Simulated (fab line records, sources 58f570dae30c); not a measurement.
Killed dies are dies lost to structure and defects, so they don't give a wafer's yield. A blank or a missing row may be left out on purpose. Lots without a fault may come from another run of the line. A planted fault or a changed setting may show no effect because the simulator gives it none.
One fault seen from 2 desks | flow berkeley_cmos170 | each desk has only its own numbers; what lay behind them comes last

THE METROLOGY DESK
What the gauges read, lot by lot, whatever tool the lot ran on: means of the sampled wafers that have a number. A lot is out of limits, marked OUT, if its mean lies more than 4 standard deviations from the usual mean; the brackets give that distance.
Columns: A = GATE_POLY_THK at UCB170_GATE_THK_MEAS_05, usual 213.3 nm; B = cd_nm at UCB170_GATE_CD_MEAS_12, usual 349.9 nm; C = GATE_OVL at UCB170_GATE_OVL_MEAS_13, usual -3 nm
lot  | first seen here | A     | B     | C
L830 | day 6 10:51     | 210.1 | 351.1 | -2
L831 | day 6 10:54     | 212.7 | 349.6 | -3
L841 | day 8 20:42     | 213.3 | 349.4 | 7
L846 | day 9 23:25     | 211.7 | 349.6 | -12
L851 | day 10 19:45    | 209.0 | 350.6 | -2
This desk's finding: nothing out of limits on any of the 5 lots.

THE TOOL OWNER'S DESK: rie_si-02
The tool's own readings at UCB170_GATE_ETCH_15 (etches poly-Si in HBr/Cl2, stops on SiO2, time 56.3 s, target depth 278.2 nm): means of the sampled wafers that have a number, for each lot that ran on this tool. A lot is out of limits, marked OUT, if its mean lies more than 4 standard deviations from the usual mean; the brackets give that distance.
Columns: A = drypump_motor_current_A at UCB170_GATE_ETCH_15, usual 5.9 A; B = he_backside_leak_sccm at UCB170_GATE_ETCH_15, usual 2.62 sccm; C = oes_product_au at UCB170_GATE_ETCH_15, usual 0.843 a.u.; D = rf_fwd_power_W at UCB170_GATE_ETCH_15, usual 297.6 W; E = throttle_valve_pct at UCB170_GATE_ETCH_15, usual 26.41 %
lot  | first seen here | A   | B    | C     | D     | E
L831 | day 6 12:17     | 5.7 | 2.54 | 0.846 | 298.4 | 26.28
L841 | day 8 22:58     | 5.8 | 2.56 | 0.845 | 297.9 | 26.41
This desk's finding: nothing out of limits on any of the 2 lots.

PUT TOGETHER
The metrology desk saw nothing out of limits.
The tool owner's desk saw nothing out of limits.

WHAT THE SIMULATOR HAD PUT IN
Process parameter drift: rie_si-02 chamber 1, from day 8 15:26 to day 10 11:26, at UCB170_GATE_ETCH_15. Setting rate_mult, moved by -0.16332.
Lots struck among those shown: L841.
